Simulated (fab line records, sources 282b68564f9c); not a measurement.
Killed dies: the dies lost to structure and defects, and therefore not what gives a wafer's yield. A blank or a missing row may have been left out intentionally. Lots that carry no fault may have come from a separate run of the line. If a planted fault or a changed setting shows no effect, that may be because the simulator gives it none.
The tool behind it: which one? / flow rit_cmos / Sampling: 14 lots, 42 wafers, 3 of 202 route steps

== WHAT THE GAUGES SHOWED, per wafer ==
RIT_NWELL_TW_MEAS_10.
lot=L512; measured=day 1 21:46; on=film_metro-02; NWELL_TW=2120 2114 2112
lot=L513; measured=day 2 05:15; on=film_metro-04; NWELL_TW=2138 2152 2139
lot=L514; measured=day 2 08:14; on=film_metro-01; NWELL_TW=2182 2180 2176
lot=L515; measured=day 2 12:45; on=film_metro-01; NWELL_TW=2173 2174 2178
lot=L516; measured=day 2 17:07; on=film_metro-01; NWELL_TW=2188 2166 2171
lot=L518; measured=day 3 03:41; on=film_metro-01; NWELL_TW=1870 1861 1854
lot=L520; measured=day 3 14:09; on=film_metro-01; NWELL_TW=2167 2160 2164
lot=L521; measured=day 3 18:59; on=film_metro-01; NWELL_TW=2175 2167 2169
lot=L522; measured=day 3 23:20; on=film_metro-02; NWELL_TW=1817 1824 1821
lot=L527; measured=day 5 01:34; on=film_metro-04; NWELL_TW=2145 2144 2141
lot=L529; measured=day 5 09:58; on=film_metro-04; NWELL_TW=2150 2139 2143
lot=L531; measured=day 5 22:47; on=film_metro-02; NWELL_TW=2109 2107 2116
lot=L534; measured=day 6 11:16; on=film_metro-02; NWELL_TW=2119 2135 2120
lot=L535; measured=day 6 17:35; on=film_metro-04; NWELL_TW=2156 2152 2155

RIT_WELLDRIVE_RS_MEAS_01: measurement is done with a four-point probe.
lot=L512; measured=day 2 05:34; on=film_metro-01; NWELL_RS (ohm/sq)=275.8 276.4 275.7
lot=L513; measured=day 2 11:58; on=film_metro-04; NWELL_RS (ohm/sq)=276.2 275.6 275.9
lot=L514; measured=day 2 15:26; on=film_metro-04; NWELL_RS (ohm/sq)=275.3 275.5 274.6
lot=L515; measured=day 2 19:34; on=film_metro-02; NWELL_RS (ohm/sq)=276.5 275.8 275.7
lot=L516; measured=day 2 23:56; on=film_metro-04; NWELL_RS (ohm/sq)=275.0 274.2 274.8
lot=L518; measured=day 3 10:31; on=film_metro-02; NWELL_RS (ohm/sq)=367.2 369.4 369.5
lot=L520; measured=day 3 20:51; on=film_metro-02; NWELL_RS (ohm/sq)=275.1 274.8 275.7
lot=L521; measured=day 4 01:44; on=film_metro-02; NWELL_RS (ohm/sq)=275.5 274.5 275.0
lot=L522; measured=day 4 06:34; on=film_metro-04; NWELL_RS (ohm/sq)=368.3 368.3 370.0
lot=L527; measured=day 5 08:23; on=film_metro-01; NWELL_RS (ohm/sq)=276.2 276.8 276.6
lot=L529; measured=day 5 17:24; on=film_metro-02; NWELL_RS (ohm/sq)=275.2 275.2 275.1
lot=L531; measured=day 6 05:37; on=film_metro-04; NWELL_RS (ohm/sq)=275.5 275.1 276.5
lot=L534; measured=day 6 18:06; on=film_metro-01; NWELL_RS (ohm/sq)=275.3 275.2 275.5
lot=L535; measured=day 7 00:19; on=film_metro-04; NWELL_RS (ohm/sq)=274.6 273.0 273.6

== EACH LOT AND THE TOOL THAT RAN IT (in order: tool; ch and the chambers of the sampled wafers; start) ==
lot=L512; RIT_NWELL_IMPLANT_08=implanter-02 ch 0, day 1 21:29
lot=L513; RIT_NWELL_IMPLANT_08=implanter-03 ch 0, day 2 04:58
lot=L514; RIT_NWELL_IMPLANT_08=implanter-02 ch 0, day 2 07:55
lot=L515; RIT_NWELL_IMPLANT_08=implanter-03 ch 0, day 2 12:26
lot=L516; RIT_NWELL_IMPLANT_08=implanter-03 ch 0, day 2 16:48
lot=L518; RIT_NWELL_IMPLANT_08=implanter-03 ch 0, day 3 03:22
lot=L520; RIT_NWELL_IMPLANT_08=implanter-02 ch 0, day 3 13:49
lot=L521; RIT_NWELL_IMPLANT_08=implanter-02 ch 0, day 3 18:40
lot=L522; RIT_NWELL_IMPLANT_08=implanter-03 ch 0, day 3 23:01
lot=L527; RIT_NWELL_IMPLANT_08=implanter-02 ch 0, day 5 01:14
lot=L529; RIT_NWELL_IMPLANT_08=implanter-02 ch 0, day 5 09:39
lot=L531; RIT_NWELL_IMPLANT_08=implanter-02 ch 0, day 5 22:29
lot=L534; RIT_NWELL_IMPLANT_08=implanter-03 ch 0, day 6 10:57
lot=L535; RIT_NWELL_IMPLANT_08=implanter-02 ch 0, day 6 17:19
- RIT_NWELL_IMPLANT_08

== WHAT THE TOOLS THEMSELVES READ (means of the sampled wafers that have a number; where no wafer has one, the mark that the record gives instead) ==
RIT_NWELL_IMPLANT_08.
lot=L512 tool=implanter-02 dose_ions_cm2=4.992e+13 faraday_current_uA=158
lot=L513 tool=implanter-03 dose_ions_cm2=5.000e+13 faraday_current_uA=159
lot=L514 tool=implanter-02 dose_ions_cm2=4.996e+13 faraday_current_uA=160
lot=L515 tool=implanter-03 dose_ions_cm2=5.004e+13 faraday_current_uA=158
lot=L516 tool=implanter-03 dose_ions_cm2=4.999e+13 faraday_current_uA=159
lot=L518 tool=implanter-03 dose_ions_cm2=3.109e+13 faraday_current_uA=98
lot=L520 tool=implanter-02 dose_ions_cm2=4.996e+13 faraday_current_uA=159
lot=L521 tool=implanter-02 dose_ions_cm2=4.998e+13 faraday_current_uA=154
lot=L522 tool=implanter-03 dose_ions_cm2=3.114e+13 faraday_current_uA=97
lot=L527 tool=implanter-02 dose_ions_cm2=5.001e+13 faraday_current_uA=160
lot=L529 tool=implanter-02 dose_ions_cm2=4.998e+13 faraday_current_uA=156
lot=L531 tool=implanter-02 dose_ions_cm2=4.998e+13 faraday_current_uA=159
lot=L534 tool=implanter-03 dose_ions_cm2=5.001e+13 faraday_current_uA=160
lot=L535 tool=implanter-02 dose_ions_cm2=4.999e+13 faraday_current_uA=158

== THE ANSWER, worked out from the rows above alone ==
Rule: usual is defined by the lots themselves. Put in order of their means at a reading, lots are off if they are a third of the lots or fewer, leave a main group of 4 or more, and stand apart from it by a gap of 3 or more times the standard deviation of the main group's means; of several such gaps the widest counts. If all means in a main group match to the digits the tables above print for the reading, that group is not used. Also off: a lot with no number at a reading for which 4 or more lots have one. All remaining lots with rows at the step are treated as sound. Order of review: gauges by route order, followed by the tools' own readings, for which a lot's mean as printed above is used. At the first step where some lot is off, the reading lying furthest off is the one used; lots without a number count as furthest.
Off: L518, L522, at RIT_NWELL_TW_MEAS_10 (NWELL_TW). The main group has a mean of 2150 with a standard deviation of 23.
If a tool, at a process step before that reading, ran all the lots that are off and no sound lot after the first of them, it fits. The gauges at RIT_NWELL_TW_MEAS_10 aren't tried: what is off there is off at RIT_NWELL_IMPLANT_08 too, on other tools, and a gauge's error can't cause that. Not one of the candidates tried fits.

== WHAT THE SIMULATOR PUT IN ==
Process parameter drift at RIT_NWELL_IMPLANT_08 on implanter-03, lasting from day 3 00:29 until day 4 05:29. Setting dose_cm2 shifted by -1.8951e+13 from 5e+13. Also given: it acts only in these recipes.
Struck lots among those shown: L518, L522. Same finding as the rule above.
